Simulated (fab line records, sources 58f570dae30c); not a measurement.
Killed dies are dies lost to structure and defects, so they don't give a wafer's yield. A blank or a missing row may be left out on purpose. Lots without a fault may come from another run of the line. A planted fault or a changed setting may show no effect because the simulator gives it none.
Chamber matching | flow berkeley_cmos170 | UCB170_V2_CMP_02 on cmp-01: 4 sister chambers
The step polishes SiO2. 18 wafers are shown with their chamber, then 9 later ones without.

WAFERS WITH THEIR CHAMBER
wafer  | chamber | motor_current_A (A)
L995.3 | 0       | 16.5
L995.4 | 1       | 16.5
L995.5 | 1       | 16.6
L997.1 | 0       | 15.6
L997.2 | 1       | 15.7
L997.5 | 3       | 16.4
L996.3 | 2       | 19.3
L996.4 | 3       | 16.5
L996.6 | 2       | 19.3
L104.1 | 3       | 16.6
L104.3 | 1       | 16.7
L104.4 | 2       | 21.2
L105.1 | 1       | 16.8
L105.2 | 2       | 20.3
L105.4 | 0       | 15.5
L107.2 | 0       | 16.2
L107.5 | 2       | 20.5
L107.6 | 3       | 16.6

SIGNATURES (means of the wafers above)
reading         | chamber 0 | chamber 1 | chamber 2 | chamber 3 | scatter within a chamber
motor_current_A | 15.950    | 16.460    | 20.120    | 16.525    | 0.546
Rule: a wafer's distance from a chamber is the root of the sum, over the readings, of the square of ((its reading less the chamber's mean) divided by the reading's scatter). The wafer belongs to the nearest chamber; if the next one is less than 2 further off, it can't be placed. The scatter: the root of (the sum of the squares of (reading less its chamber's mean) over the shown wafers, divided by (wafers less chambers)).

WAFERS WITHOUT THEIR CHAMBER
wafer  | motor_current_A (A)
L109.3 | 16.9
L109.4 | 16.3
L109.5 | 16.4
L110.1 | 20.4
L110.2 | 16.6
L110.6 | 17.0
L111.1 | 21.6
L111.4 | 16.2
L111.5 | 16.1

WHICH CHAMBER EACH WENT THROUGH
wafer  | from the rows above          | in truth
L109.3 | can't be placed: 3 or 1 or 0 | 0
L109.4 | can't be placed: 1 or 3 or 0 | 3
L109.5 | can't be placed: 1 or 3 or 0 | 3
L110.1 | 2                            | 2
L110.2 | can't be placed: 3 or 1 or 0 | 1
L110.6 | can't be placed: 3 or 1 or 0 | 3
L111.1 | 2                            | 2
L111.4 | can't be placed: 0 or 1 or 3 | 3
L111.5 | can't be placed: 0 or 1 or 3 | 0
Placed correctly: 2 of 9. Can't be placed from these rows: 7 (the true chamber is among the candidates in 7). Placed wrongly: 0.
